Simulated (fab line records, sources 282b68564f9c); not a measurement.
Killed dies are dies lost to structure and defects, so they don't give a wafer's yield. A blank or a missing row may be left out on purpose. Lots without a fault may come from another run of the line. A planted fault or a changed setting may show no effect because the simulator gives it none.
fab line records | flow rit_cmos
record lots=6 wafers=18 last_day=7
route steps=202 shown SDANNEAL@156 PSD@157 NSD@158 PLDD@159 NLDD@160 SILICIDE@161 CONTACT@168 M1@202
lots that met no fault: from a run of the same line without faults
start_h: hours from the record's first day to the start of the lot's first wafer shown | wait_h: hours since the lot's step before | " the same as in the row above | L1.1+2: a row that stands for several wafers | - no value, or no start given | * or withheld: withheld | < > ~ a bound
route shown NAME@n: a module of which the file shows steps, and the number in the route of the first | usual: mean/standard deviation of fault-free wafers | same: alike in all rows | chamber/n: place in a boat | sites: the reading at each site | _std_site: their standard deviation | _edge_site: outer sites' mean less inner sites' | radius_mm: how far each site lies from the wafer's centre | mask NAME#n: copy n | behind: the tool/chamber that last shaped the wafer | hold: why the lot was held/for how many hours/how that ended | device: the transistor (n, p or np) that didn't switch | end of line: the same wafers' tests at the end of the route | a step without rows: its recipe alone | killed: dies lost to structure and defects at the first sort, not the wafer's yield | map: a wafer's dies, x killed, . not, _ none there
set.NAME: the setting as run; set.NAME@STEP: as run at that earlier step | model.NAME: the simulator's own value behind a step, which no gauge read
lots at some steps of the route; a table a step, a row a wafer
services: from which hour (start_h, from the record's first day; less than 0 if before it) a tool's chamber was out of use, for how many hours, and why
## steps
# step RIT_SDANNEAL_RTA_03
# recipe temp_c=1050 time_s=5 idle_temp_c=600 ramp_up_c_per_s=342 ramp_down_c_per_s=171 cool_to_c=600 ambient=N2
# usual wafer_temp_C_max=1053.5/1.1
# columns lot.wafer tool chamber start_h wait_h wafer_temp_C_max
L448.2 rtp_anneal-02 0 60.26 0.0 1053.3
L448.3 " 0 " " 1055.1
L448.5 " 0 " " 1052.2
L450.2 rtp_anneal-02 0 66.56 0.0 1052.8
L450.4 " 0 " " 1055.2
L450.5 " 0 " " 1054.7
L465.1 rtp_anneal-01 0 144.68 0.0 1053.7
L465.3 " 0 " " 1053.7
L465.4 " 0 " " 1053.8
L467.2 rtp_anneal-01 0 154.78 0.0 1054.0
L467.5 " 0 " " 1053.9
L467.6 " 0 " " 1054.7
L468.1 rtp_anneal-02 0 156.44 0.0 1054.0
L468.2 " 0 " " 1053.1
L468.5 " 0 " " 1053.5
L470.2 rtp_anneal-02 0 166.01 0.0 1057.8
L470.3 " 0 " " 1055.2
L470.6 " 0 " " 1052.8
# step RIT_SDANNEAL_RS_MEAS_04
# recipe thk_meas_gauge=four-point-probe
# usual PSD_RS=115.82/0.29
# columns lot.wafer tool chamber start_h wait_h PSD_RS[ohm/sq]
L448.2 film_metro-01 - 60.32 0.1 116.17
L448.3 " - " " 115.99
L448.5 " - " " 116.00
L450.2 film_metro-04 - 66.63 0.1 116.18
L450.4 " - " " 116.14
L450.5 " - " " 115.80
L465.1 film_metro-01 - 144.74 0.0 115.86
L465.3 " - " " 116.25
L465.4 " - " " 116.41
L467.2 film_metro-01 - 154.85 0.1 115.82
L467.5 " - " " 115.79
L467.6 " - " " 115.74
L468.1 film_metro-01 - 156.50 0.0 115.77
L468.2 " - " " 115.90
L468.5 " - " " 115.63
L470.2 film_metro-04 - 166.08 0.1 115.45
L470.3 " - " " 115.18
L470.6 " - " " 115.30
# step RIT_SDANNEAL_RS_MEAS_05
# recipe thk_meas_gauge=four-point-probe
# usual NSD_RS=84.5/0.31
# columns lot.wafer tool chamber start_h wait_h NSD_RS[ohm/sq]
L448.2 film_metro-01 - 60.44 0.1 84.8
L448.3 " - " " 84.4
L448.5 " - " " 84.7
L450.2 film_metro-04 - 66.75 0.1 83.9
L450.4 " - " " 84.2
L450.5 " - " " 84.3
L465.1 film_metro-01 - 144.86 0.1 85.0
L465.3 " - " " 85.1
L465.4 " - " " 84.8
L467.2 film_metro-01 - 154.97 0.1 84.2
L467.5 " - " " 84.3
L467.6 " - " " 84.5
L468.1 film_metro-01 - 156.62 0.1 84.6
L468.2 " - " " 84.5
L468.5 " - " " 84.4
L470.2 film_metro-04 - 166.20 0.1 84.0
L470.3 " - " " 84.2
L470.6 " - " " 84.3
# step RIT_SDANNEAL_RS_MEAS_06
# recipe thk_meas_gauge=four-point-probe
# usual PLDD_RS=178.5/0.52
# columns lot.wafer tool chamber start_h wait_h PLDD_RS[ohm/sq]
L448.2 film_metro-01 - 60.56 0.1 179.1
L448.3 " - " " 178.5
L448.5 " - " " 179.2
L450.2 film_metro-04 - 66.87 0.1 179.4
L450.4 " - " " 179.5
L450.5 " - " " 179.5
L465.1 film_metro-01 - 144.98 0.1 178.8
L465.3 " - " " 178.8
L465.4 " - " " 179.1
L467.2 film_metro-01 - 155.09 0.1 178.8
L467.5 " - " " 179.8
L467.6 " - " " 179.3
L468.1 film_metro-01 - 156.74 0.1 178.6
L468.2 " - " " 178.9
L468.5 " - " " 179.0
L470.2 film_metro-04 - 166.32 0.1 178.0
L470.3 " - " " 178.2
L470.6 " - " " 178.0
# step RIT_SDANNEAL_RS_MEAS_07
# recipe thk_meas_gauge=four-point-probe
# usual NLDD_RS=151.6/0.6
# columns lot.wafer tool chamber start_h wait_h NLDD_RS[ohm/sq]
L448.2 film_metro-01 - 60.68 0.1 152.3
L448.3 " - " " 151.9
L448.5 " - " " 153.0
L450.2 film_metro-04 - 66.99 0.1 151.2
L450.4 " - " " 150.7
L450.5 " - " " 151.1
L465.1 film_metro-01 - 145.10 0.1 150.9
L465.3 " - " " 151.0
L465.4 " - " " 151.3
L467.2 film_metro-01 - 155.21 0.1 152.1
L467.5 " - " " 151.7
L467.6 " - " " 151.8
L468.1 film_metro-01 - 156.86 0.1 152.0
L468.2 " - " " 152.6
L468.5 " - " " 151.7
L470.2 film_metro-04 - 166.44 0.1 151.6
L470.3 " - " " 151.3
L470.6 " - " " 150.2
# step RIT_SILICIDE_WET_ETCH_00
# recipe chemistry=BOE target=SiO2 target_depth_nm=14 time_s=15 dry=n2_spin dilution=10:1 temp_c=21.5
# step RIT_SILICIDE_SPUTTER_01
# recipe material=Ti target_thk_nm=30 power_w=350 chamber_pressure_pa=0.667 gas=Ar time_s=240 substrate_temp_c=25
# usual chamber_pressure_pa=0.6670/0.0013 substrate_temp_c=25.00/0.099 throttle_valve_pct=29.9/1
# columns lot.wafer tool chamber start_h wait_h chamber_pressure_pa substrate_temp_c throttle_valve_pct
L448.2 pvd_sputter-01 - 60.80 0.0 0.6637 25.25 30.5
L448.3 " - " " 0.6672 25.05 30.3
L448.5 " - " " 0.6663 25.01 30.3
L450.2 pvd_sputter-03 - 67.10 0.0 0.6655 25.15 29.1
L450.4 " - " " 0.6679 24.95 31.0
L450.5 " - " " 0.6657 25.01 28.6
L465.1 pvd_sputter-02 - 145.23 0.0 0.6688 25.05 29.7
L465.3 " - " " 0.6676 25.03 29.2
L465.4 " - " " 0.6668 24.96 31.6
L467.2 pvd_sputter-02 - 155.32 0.0 0.6677 25.06 28.9
L467.5 " - " " 0.6667 24.91 31.8
L467.6 " - " " 0.6665 25.05 28.5
L468.1 pvd_sputter-03 - 156.99 0.0 0.6681 25.14 29.4
L468.2 " - " " 0.6684 25.05 29.9
L468.5 " - " " 0.6656 25.09 28.6
L470.2 pvd_sputter-01 - 166.56 0.0 0.6651 25.04 30.6
L470.3 " - " " 0.6646 24.92 30.3
L470.6 " - " " 0.6680 24.93 30.1
# step RIT_SILICIDE_RS_MEAS_02
# recipe thk_meas_gauge=four-point-probe reads=Ti_of_SILICIDE_SPUTTER_01
# usual SILICIDE_TI_RS=47.7/0.7
# columns lot.wafer tool chamber start_h wait_h SILICIDE_TI_RS[ohm/sq]
L448.2 film_metro-02 - 60.97 0.1 47.1
L448.3 " - " " 47.1
L448.5 " - " " 47.3
L450.2 film_metro-02 - 67.27 0.1 46.9
L450.4 " - " " 46.9
L450.5 " - " " 46.7
L465.1 film_metro-03 - 145.38 0.1 48.0
L465.3 " - " " 47.0
L465.4 " - " " 47.3
L467.2 film_metro-03 - 155.49 0.1 46.2
L467.5 " - " " 46.9
L467.6 " - " " 46.5
L468.1 film_metro-01 - 157.14 0.1 48.7
L468.2 " - " " 49.3
L468.5 " - " " 47.6
L470.2 film_metro-03 - 166.73 0.1 48.7
L470.3 " - " " 48.9
L470.6 " - " " 49.2
# step RIT_SILICIDE_THK_MEAS_03
# recipe thk_meas_gauge=xrf reads=Ti_of_SILICIDE_SPUTTER_01
# usual SILICIDE_TI_THK=29.7/0.38
# columns lot.wafer tool chamber start_h wait_h SILICIDE_TI_THK[nm]
L448.2 film_metro-02 - 61.08 0.1 30.1
L448.3 " - " " 30.0
L448.5 " - " " 29.9
L450.2 film_metro-02 - 67.38 0.1 30.2
L450.4 " - " " 30.2
L450.5 " - " " 30.3
L465.1 film_metro-03 - 145.50 0.1 29.3
L465.3 " - " " 29.7
L465.4 " - " " 29.7
L467.2 film_metro-03 - 155.60 0.1 30.3
L467.5 " - " " 29.9
L467.6 " - " " 30.1
L468.1 film_metro-01 - 157.26 0.1 29.2
L468.2 " - " " 29.0
L468.5 " - " " 29.7
L470.2 film_metro-03 - 166.84 0.1 29.0
L470.3 " - " " 28.9
L470.6 " - " " 28.7
# step RIT_SILICIDE_RTA_04
# recipe temp_c=650 time_s=10 idle_temp_c=25 ramp_up_s=5 ramp_down_s=5 cool_to_c=25 ambient=N2
# usual wafer_temp_C_max=653.6/0.76
# columns lot.wafer tool chamber start_h wait_h wafer_temp_C_max
L448.2 rtp_anneal-01 0 61.15 0.1 654.4
L448.3 " 0 " " 653.5
L448.5 " 0 " " 653.5
L450.2 rtp_anneal-01 0 67.44 0.1 653.9
L450.4 " 0 " " 655.6
L450.5 " 0 " " 653.7
L465.1 rtp_anneal-02 0 145.56 0.1 652.8
L465.3 " 0 " " 653.4
L465.4 " 0 " " 653.2
L467.2 rtp_anneal-02 0 155.66 0.1 653.3
L467.5 " 0 " " 652.8
L467.6 " 0 " " 652.8
L468.1 rtp_anneal-01 0 157.32 0.1 654.5
L468.2 " 0 " " 655.5
L468.5 " 0 " " 653.6
L470.2 rtp_anneal-01 0 166.90 0.1 653.0
L470.3 " 0 " " 654.0
L470.6 " 0 " " 654.0
# step RIT_SILICIDE_WET_ETCH_05
# recipe chemistry=SPM target=Ti temp_c=90 time_s=120 dry=n2_spin
# step RIT_SILICIDE_RTA_06
# recipe temp_c=750 time_s=10 idle_temp_c=25 ramp_up_s=5 ramp_down_s=10 cool_to_c=25 ambient=N2
# usual wafer_temp_C_max=754.2/0.85
# columns lot.wafer tool chamber start_h wait_h wafer_temp_C_max
L448.2 rtp_anneal-02 0 61.31 0.0 753.2
L448.3 " 0 " " 754.1
L448.5 " 0 " " 753.2
L450.2 rtp_anneal-02 0 67.56 0.0 754.5
L450.4 " 0 " " 753.7
L450.5 " 0 " " 753.8
L465.1 rtp_anneal-01 0 145.67 0.0 755.2
L465.3 " 0 " " 754.7
L465.4 " 0 " " 755.3
L467.2 rtp_anneal-01 0 155.77 0.0 754.8
L467.5 " 0 " " 755.3
L467.6 " 0 " " 755.8
L468.1 rtp_anneal-02 0 157.43 0.0 753.8
L468.2 " 0 " " 755.8
L468.5 " 0 " " 753.7
L470.2 rtp_anneal-02 0 167.01 0.0 754.4
L470.3 " 0 " " 753.5
L470.6 " 0 " " 753.3
# step RIT_CONTACT_CVD_00
# recipe material=SiO2 target_thk_nm=400 precursor=TEOS temp_c=390 time_s=61 rf_w=400
# usual heater_power_w=324/57
# columns lot.wafer tool chamber start_h wait_h heater_power_w model.SiO2_of_CONTACT_CVD_00.thk_nm
L448.2 pecvd-02 2 61.37 0.0 357 405.1
L448.3 " 1 " " 259 403.1
L448.5 " 1 " " 271 410.8
L450.2 pecvd-03 1 67.61 0.0 197 398
L450.4 " 0 " " 390 400.1
L450.5 " 2 " " 351 401.4
L465.1 pecvd-02 0 145.74 0.1 384 392.1
L465.3 " 1 " " 257 532.7
L465.4 " 0 " " 393 395.3
L467.2 pecvd-03 0 155.83 0.0 348 388
L467.5 " 2 " " 381 393.3
L467.6 " 1 " " 183 391.5
L468.1 pecvd-02 0 157.50 0.1 305 390.1
L468.2 " 1 " " 230 535.2
L468.5 " 1 " " 246 543.7
L470.2 pecvd-03 2 167.06 0.0 385 393.1
L470.3 " 2 " " 289 400.9
L470.6 " 0 " " 355 401
# step RIT_CONTACT_THK_MEAS_01
# recipe reads=SiO2_of_CONTACT_CVD_00
# usual CONTACT_TEOS_THK=400/5.7
# columns lot.wafer tool chamber start_h wait_h hold CONTACT_TEOS_THK[nm]
L448.2 film_metro-03 - 61.43 0.0 - 405
L448.3 " - " " - 403
L448.5 " - " " - 410
L450.2 film_metro-04 - 67.67 0.0 - 398
L450.4 " - " " - 400
L450.5 " - " " - 402
L465.1 film_metro-02 - 145.79 0.0 await_dispo/0.2h/release 392
L465.3 " - " " await_dispo/0.2h/release 532
L465.4 " - " " await_dispo/0.2h/release 395
L465.1 film_metro-02 - 146.02 0.2 - 392
L465.3 " - " " - 533
L465.4 " - " " - 395
L467.2 film_metro-02 - 155.89 0.0 - 388
L467.5 " - " " - 393
L467.6 " - " " - 391
L468.1 film_metro-04 - 157.55 0.0 await_dispo/0.2h/release 390
L468.2 " - " " await_dispo/0.2h/release 536
L468.5 " - " " await_dispo/0.2h/release 544
L468.1 film_metro-04 - 157.78 0.2 - 390
L468.2 " - " " - 535
L468.5 " - " " - 544
L470.2 film_metro-02 - 167.15 0.1 - 393
L470.3 " - " " - 400
L470.6 " - " " - 401
# step RIT_CONTACT_COAT_03
# recipe resist=NOVOLAK spin_rpm=3250 resist_thk_nm=1000
# step RIT_CONTACT_SOFTBAKE_04
# recipe resist=NOVOLAK temp_c=90 time_s=60
# step RIT_CONTACT_EXPOSE_05
# recipe mask_id=M11 na=0.6 source_shape=conventional sigma_outer=0.5 target_cd_nm=1000 dose_mj=250
# step RIT_CONTACT_PEB_06
# recipe resist=NOVOLAK temp_c=withheld time_s=withheld
# step RIT_CONTACT_DEVELOP_07
# recipe resist=NOVOLAK develop_time_s=120 dev_temp_c=23
# step RIT_CONTACT_CD_MEAS_08
# recipe target_cd_nm=1000
# usual cd_nm=1000.9/2.3
# columns lot.wafer tool chamber start_h wait_h cd_nm
L448.2 cd_sem-01 - 62.59 - 1003.3
L448.3 " - " " 1003.8
L448.5 " - " " 1003.3
L450.2 cd_sem-02 - 68.83 - 1000.8
L450.4 " - " " 999.2
L450.5 " - " " 1001.2
L465.1 cd_sem-01 - 151.35 - 1002.2
L465.3 " - " " 999.7
L465.4 " - " " 999.6
L467.2 cd_sem-01 - 157.05 - 998.3
L467.5 " - " " 997.9
L467.6 " - " " 997.6
L468.1 cd_sem-01 - 162.04 - 1001.0
L468.2 " - " " 999.2
L468.5 " - " " 1001.7
L470.2 cd_sem-01 - 168.53 - 995.8
L470.3 " - " " 996.5
L470.6 " - " " 997.0
# step RIT_CONTACT_OVL_MEAS_09
# usual CONTACT_OVL=1.1/1.3
# columns lot.wafer tool chamber start_h wait_h CONTACT_OVL[nm]
L448.2 overlay-02 - 62.70 0.1 1.2
L448.3 " - " " 1.8
L448.5 " - " " 0.4
L450.2 overlay-01 - 68.94 0.1 0.5
L450.4 " - " " 0.5
L450.5 " - " " 2.6
L465.1 overlay-02 - 151.47 0.1 -1.7
L465.3 " - " " 0.3
L465.4 " - " " 0.5
L467.2 overlay-01 - 157.16 0.1 -0.1
L467.5 " - " " 1.2
L467.6 " - " " 0.7
L468.1 overlay-02 - 162.16 0.1 1.3
L468.2 " - " " 0.4
L468.5 " - " " 1.4
L470.2 overlay-01 - 168.64 0.1 1.0
L470.3 " - " " 2.1
L470.6 " - " " 0.2
# step RIT_CONTACT_HARDBAKE_10
# recipe resist=NOVOLAK temp_c=140 time_s=60
# step RIT_CONTACT_ETCH_11
# recipe target_depth_a=4800 over_etch_frac=0.2 stop_on=TiSi2 chemistry=CHF3/CF4/Ar target=SiO2 CHF3_flow_sccm=50 cf4_flow_sccm=10 Ar_flow_sccm=100 O2_flow_sccm=5 pressure_mtorr=100 rf_w=200 time_s=320
# usual chamber_pressure_mTorr=99.99/0.093 drypump_motor_current_A=6.0/0.44 oes_product_au=0.989/0.016 throttle_valve_pct=8.85/0.13
# columns lot.wafer tool chamber start_h wait_h chamber_pressure_mTorr drypump_motor_current_A oes_product_au rf_hours_counter_h throttle_valve_pct model.CONTACT.feature_depth_nm model.etch.depth_nm
L448.2 rie_diel-03 3 62.88 0.1 99.92 5.8 1.003 160 8.87 405.1 405.1
L448.3 " 2 " " 100.02 6.5 1.003 10 9.07 403.1 403.1
L448.5 " 2 " " 99.94 6.5 0.997 - 9.05 410.8 410.8
L450.2 rie_diel-03 1 69.12 0.1 100.05 6.3 0.988 131 8.84 398 398
L450.4 " 2 " " 100.14 6.5 0.994 10 9.07 400.1 400.1
L450.5 " 0 " " 99.95 6.0 0.957 - 8.63 401.4 401.4
L465.1 rie_diel-02 0 151.66 0.1 99.95 6.3 0.974 139 8.95 392.1 392.1
L465.3 " 2 " " 99.99 5.3 1.011 1 9.04 486.9 486.9
L465.4 " 3 " " 100.01 5.8 0.992 116 8.77 395.3 395.3
L467.2 rie_diel-01 2 157.34 0.1 100.06 6.5 0.985 27 8.80 388 388
L467.5 " 1 " " 99.99 5.0 1.007 - 8.77 393.3 393.3
L467.6 " 2 " " 100.09 6.5 0.980 - 8.81 391.5 391.5
L468.1 rie_diel-03 0 162.34 0.1 100.10 6.1 0.961 132 8.63 390.1 390.1
L468.2 " 2 " " 100.24 6.6 1.010 12 9.05 477.2 477.2
L468.5 " 3 " " 100.03 5.8 1.009 - 8.84 474.4 474.4
L470.2 rie_diel-02 2 168.82 0.1 100.02 5.3 1.003 1 9.06 393.1 393.1
L470.3 " 3 " " 99.93 5.8 0.989 116 8.75 400.9 400.9
L470.6 " 3 " " 100.08 5.8 0.994 - 8.76 401 401
# step RIT_CONTACT_STRIP_12
# recipe chemistry=O2 time_s=180 resist=NOVOLAK platen_temp_c=withheld power_w=500 pressure_mtorr=4000 o2_flow_sccm=4000
# usual chamber_pressure_mTorr=4000/3.6 drypump_motor_current_A=5.90/0.3
# columns lot.wafer tool chamber start_h wait_h chamber_pressure_mTorr drypump_motor_current_A rf_hours_counter_h
L448.2 plasma_asher-03 0 63.07 0.1 4004 5.92 27
L448.3 " 0 " " 4002 5.92 -
L448.5 " 0 " " 4003 5.93 -
L450.2 plasma_asher-02 1 69.31 0.1 4002 5.93 43
L450.4 " 0 " " 4002 6.32 -
L450.5 " 0 " " 3998 6.33 -
L465.1 plasma_asher-04 0 151.85 0.1 3990 6.21 3
L465.3 " 1 " " 3995 5.51 -
L465.4 " 0 " " 4003 6.18 -
L467.2 plasma_asher-04 1 157.53 0.1 3998 5.49 4
L467.5 " 0 " " 4000 6.21 -
L467.6 " 1 " " 4000 5.48 -
L468.1 plasma_asher-04 1 162.54 0.1 4003 5.47 4
L468.2 " 0 " " 3998 6.24 4
L468.5 " 1 " " 3994 5.48 -
L470.2 plasma_asher-03 0 169.01 0.1 4008 5.94 38
L470.3 " 0 " " 4002 5.88 -
L470.6 " 1 " " 3995 5.80 -
# step RIT_CONTACT_CD_MEAS_90
# recipe target_cd_nm=1000
# usual cd_nm=1001.0/2.3
# columns lot.wafer tool chamber start_h wait_h cd_nm
L448.2 cd_sem-02 - 63.27 0.1 1003.7
L448.3 " - " " 1003.3
L448.5 " - " " 1003.5
L450.2 cd_sem-02 - 69.51 0.1 1000.4
L450.4 " - " " 998.8
L450.5 " - " " 1001.5
L465.1 cd_sem-02 - 152.03 0.1 1002.7
L465.3 " - " " 1000.4
L465.4 " - " " 999.6
L467.2 cd_sem-02 - 157.73 0.1 998.5
L467.5 " - " " 997.7
L467.6 " - " " 998.1
L468.1 cd_sem-02 - 163.11 0.5 1001.2
L468.2 " - " " 999.0
L468.5 " - " " 1001.2
L470.2 cd_sem-02 - 169.21 0.1 997.4
L470.3 " - " " 996.5
L470.6 " - " " 996.6
# step RIT_CONTACT_CLEAN_13
# recipe chemistry=SC1 mix=3:3:50 time_s=600 temp_c=75
# columns lot.wafer tool chamber start_h wait_h model.SiO2_of_CONTACT_CVD_00.thk_nm
L448.2 wet_bench-04 3 63.37 0.1 401.1
L448.3 " 3 " " 399
L448.5 " 3 " " 406.7
L450.2 wet_bench-03 1 69.61 0.1 393.9
L450.4 " 1 " " 396
L450.5 " 1 " " 397.3
L465.1 wet_bench-03 0 152.72 0.7 387.9
L465.3 " 0 " " 528.6
L465.4 " 0 " " 391.2
L467.2 wet_bench-03 0 157.83 0.1 383.9
L467.5 " 0 " " 389.1
L467.6 " 0 " " 387.4
L468.1 wet_bench-02 0 163.48 0.4 386
L468.2 " 0 " " 531.1
L468.5 " 0 " " 539.6
L470.2 wet_bench-04 2 169.31 0.1 389
L470.3 " 2 " " 396.8
L470.6 " 2 " " 397
# step RIT_CONTACT_CLEAN_14
# recipe chemistry=SC2 mix=3:3:50 time_s=600 temp_c=75 dry=n2_spin
# step RIT_M1_PROBE_99
# usual killed_at_contacts=0.1/0.24 killed_at_front_end=7/3.2 killed_dies=7/3.2 killed_on_rim=1.9/1.4 killed_open=3.6/2.1 killed_short=3.5/2
# same gross_dies=264 killed_at_M0_to_M3=0 killed_at_M4_up=0 killed_at_back_side=0 killed_at_other=0
# columns lot.wafer tool chamber start_h wait_h hold killed_at_contacts killed_at_front_end killed_dies killed_on_rim killed_open killed_short
L448.2 prober-01 - 67.78 0.1 - 0 13 13 6 6 7
L448.3 prober-01 - 67.83 0.2 - 0 9 9 4 4 5
L448.5 prober-01 - 67.93 0.2 - 0 8 8 3 6 2
L450.2 prober-01 - 74.21 0.1 - 0 12 12 3 6 6
L450.4 prober-01 - 74.31 0.2 - 0 4 4 2 4 0
L450.5 prober-01 - 74.36 0.2 - 0 6 6 3 3 3
L465.1 prober-02 - 157.10 0.1 await_dispo/1.3h/release 0 7 7 3 6 1
L465.3 prober-02 - 157.20 0.2 await_dispo/1.3h/release 257 7 264 70 2 5
L465.4 prober-02 - 157.25 0.2 await_dispo/1.3h/release 0 5 5 2 2 3
L467.2 prober-02 - 162.26 0.1 - 0 9 9 1 3 6
L467.5 prober-02 - 162.41 0.2 - 0 10 10 1 3 7
L467.6 prober-02 - 162.46 0.2 - 1 5 6 2 4 2
L468.1 prober-01 - 167.88 0.1 await_dispo/1.3h/release 0 10 10 0 7 3
L468.2 prober-01 - 167.93 0.1 await_dispo/1.3h/release 255 9 264 70 4 5
L468.5 prober-01 - 168.08 0.2 await_dispo/1.3h/release 258 6 264 70 3 3
L470.2 prober-01 - 173.73 0.1 - 0 2 2 0 1 1
L470.3 prober-01 - 173.78 0.2 - 0 10 10 3 6 4
L470.6 prober-01 - 173.93 0.2 - 0 9 9 3 5 4
# killed by level:class
L448.2 FOX2:geometric_particle:short=2 GATE:geometric_particle:short=2 GATE:geometric_particle:open=2 SPACER:geometric_particle:short=2 SPACER:geometric_particle:open=2 FOX2:geometric_particle:open=1 SILICIDE:geometric_particle:open=1 SILICIDE:geometric_particle:short=1
L448.3 GATE:geometric_particle:short=3 REOX:geometric_particle:open=2 FOX2:geometric_particle:short=1 FOX2:geometric_particle:open=1 GATE:geometric_particle:open=1 SPACER:geometric_particle:short=1
L448.5 GATE:geometric_particle:open=3 SPACER:geometric_particle:open=2 FOX1:geometric_particle:short=1 FOX2:geometric_particle:open=1 GATE:geometric_particle:short=1
L450.2 GATE:geometric_particle:open=3 GATE:geometric_particle:short=2 FOX1:geometric_particle:short=1 FOX2:geometric_particle:open=1 FOX2:geometric_particle:short=1 REOX:geometric_particle:open=1 SPACER:geometric_particle:short=1 SPACER:geometric_particle:open=1
L450.4 FOX1:geometric_particle:open=1 GATE:geometric_particle:open=1 REOX:geometric_particle:open=1 SILICIDE:geometric_particle:open=1
L450.5 GATE:geometric_particle:open=2 FOX2:geometric_particle:short=1 GATE:geometric_particle:short=1 REOX:geometric_particle:short=1 SPACER:geometric_particle:open=1
L465.1 GATE:geometric_particle:open=3 FOX1:geometric_particle:open=2 FOX2:geometric_particle:open=1 SPACER:geometric_particle:short=1
L465.3 CONTACT:area_etch=257 GATE:geometric_particle:short=4 FOX1:geometric_particle:short=1 FOX2:geometric_particle:open=1 SPACER:geometric_particle:open=1
L465.4 FOX1:geometric_particle:open=1 GATE:geometric_particle:short=1 REOX:geometric_particle:short=1 REOX:geometric_particle:open=1 SPACER:geometric_particle:short=1
L467.2 GATE:geometric_particle:short=2 SPACER:geometric_particle:open=2 SPACER:geometric_particle:short=2 FOX1:geometric_particle:short=1 FOX2:geometric_particle:short=1 GATE:geometric_particle:open=1
L467.5 SILICIDE:geometric_particle:open=3 GATE:geometric_particle:short=2 SPACER:geometric_particle:short=2 SILICIDE:geometric_particle:short=2 REOX:geometric_particle:short=1
L467.6 GATE:geometric_particle:open=3 SPACER:geometric_particle:short=2 CONTACT:geometric_particle:open=1
L468.1 GATE:geometric_particle:open=7 GATE:geometric_particle:short=2 SILICIDE:geometric_particle:short=1
L468.2 CONTACT:area_etch=255 FOX1:geometric_particle:short=3 FOX1:geometric_particle:open=1 GATE:geometric_particle:short=1 GATE:geometric_particle:open=1 SPACER:geometric_particle:open=1 SILICIDE:geometric_particle:open=1 SILICIDE:geometric_particle:short=1
L468.5 CONTACT:area_etch=258 GATE:geometric_particle:open=2 FOX1:geometric_particle:open=1 GATE:geometric_particle:short=1 REOX:geometric_particle:short=1 SILICIDE:geometric_particle:short=1
L470.2 FOX2:geometric_particle:open=1 SILICIDE:geometric_particle:short=1
L470.3 FOX2:geometric_particle:open=3 GATE:geometric_particle:short=2 GATE:geometric_particle:open=1 REOX:geometric_particle:short=1 REOX:geometric_particle:open=1 SPACER:geometric_particle:short=1 SILICIDE:geometric_particle:open=1
L470.6 FOX1:geometric_particle:short=2 GATE:geometric_particle:open=2 SILICIDE:geometric_particle:short=2 REOX:geometric_particle:open=1 SPACER:geometric_particle:open=1 SILICIDE:geometric_particle:open=1
# map L465.3 (x killed, . not)
________xxxxxxx_______
_____xxxxxxxxxxxxx____
____xxxxxxxxxxxxxxx___
___xxxxxxxxxxxxxxxxx__
__xxxxxxxxxxxxxxxxxxx_
__xxxxxxxxxxxxxxxxxxx_
_xxxxxxxxxxxxxxxxxxxxx
_xxxxxxxxxxxxxxxxxxxxx
_xxxxxxxxxxxxxxxxxxxxx
_xxxxxxxxxxxxxxxxxxxxx
__xxxxxxxxxxxxxxxxxxx_
__xxxxxxxxxxxxxxxxxxx_
___xxxxxxxxxxxxxxxxx__
____xxxxxxxxxxxxxxx___
_____xxxxxxxxxxxxx____
________xxxxxxx_______
# map L468.2 (x killed, . not)
________xxxxxxx_______
_____xxxxxxxxxxxxx____
____xxxxxxxxxxxxxxx___
___xxxxxxxxxxxxxxxxx__
__xxxxxxxxxxxxxxxxxxx_
__xxxxxxxxxxxxxxxxxxx_
_xxxxxxxxxxxxxxxxxxxxx
_xxxxxxxxxxxxxxxxxxxxx
_xxxxxxxxxxxxxxxxxxxxx
_xxxxxxxxxxxxxxxxxxxxx
__xxxxxxxxxxxxxxxxxxx_
__xxxxxxxxxxxxxxxxxxx_
___xxxxxxxxxxxxxxxxx__
____xxxxxxxxxxxxxxx___
_____xxxxxxxxxxxxx____
________xxxxxxx_______
## services
# columns tool chamber start_h hours kind
pvd_sputter-03 - 51.13 4.2 repair
wet_bench-02 - 69.78 1.2 repair
pecvd-03 - 81.66 1.6 repair
pvd_sputter-02 - 84.31 8.3 repair
rie_diel-03 3 97.30 - clean
rie_diel-03 3 97.30 18.0 scheduled_down
rie_diel-03 3 97.30 18.0 vent_cycle
rie_diel-02 1 107.61 3.9 repair
pecvd-03 - 108.05 2.5 repair
plasma_asher-04 - 108.75 9.0 pm
plasma_asher-04 0 108.75 9.0 vent_cycle
plasma_asher-04 1 108.75 9.0 vent_cycle
plasma_asher-03 - 109.64 4.5 repair
rie_diel-03 - 115.02 1.0 repair
plasma_asher-04 0 117.75 - clean
pecvd-03 2 122.50 5.7 repair
rie_diel-02 - 132.26 14.6 pm
plasma_asher-04 - 135.38 1.3 repair
plasma_asher-04 - 138.57 1.2 repair
pecvd-03 - 138.65 14.6 pm
rie_diel-01 - 147.83 2.8 pm
wet_bench-02 - 157.21 1.9 pm
rie_diel-02 3 160.30 6.1 repair
rie_diel-02 1 165.42 4.3 repair
## key
first_sign step=RIT_CONTACT_THK_MEAS_01 reading=visit direction=added
effect step=RIT_CONTACT_THK_MEAS_01 reading=CONTACT_TEOS_THK direction=up sigmas=24 usual=400 struck=537
effect step=RIT_M1_PROBE_99 reading=killed_at_contacts direction=up sigmas=99+ usual=0.1 struck=256.7
model_effect step=RIT_CONTACT_CVD_00 value=SiO2_of_CONTACT_CVD_00.thk_nm without=395.9 struck=537.2
model_effect step=RIT_CONTACT_ETCH_11 value=CONTACT.feature_depth_nm without=395.9 struck=479.5
model_effect step=RIT_CONTACT_CLEAN_13 value=SiO2_of_CONTACT_CVD_00.thk_nm without=391.8 struck=533.1
more_kills_born_at RIT_CONTACT_ETCH_11@rie_diel-03=513 RIT_CONTACT_ETCH_11@rie_diel-02=257
met_at RIT_CONTACT_CVD_00
struck_wafers L465.3,L468.2,L468.5
later_rows_left_out L465.3,L468.2,L468.5
tester_left_out L465,L468
onset_between 61.37 145.74
fault kind=process_parameter_drift tool=pecvd-02 chamber=1 onset_h=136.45 steps=RIT_CONTACT_CVD_00 channel=target_thk_nm offset=141.68 shape=step end_h=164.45 stated=400
# tester_left_out: of these lots the tester's yield and bins aren't shown, on N5 and GAA mostly nor the transistor test; their killed dies are dies lost to structure and defects alone, not to doping, threshold or leakage, so they don't give the yield
# later_rows_left_out: the simulator's readings of these wafers behind a module that went badly wrong aren't trusted and aren't shown, but for the sort
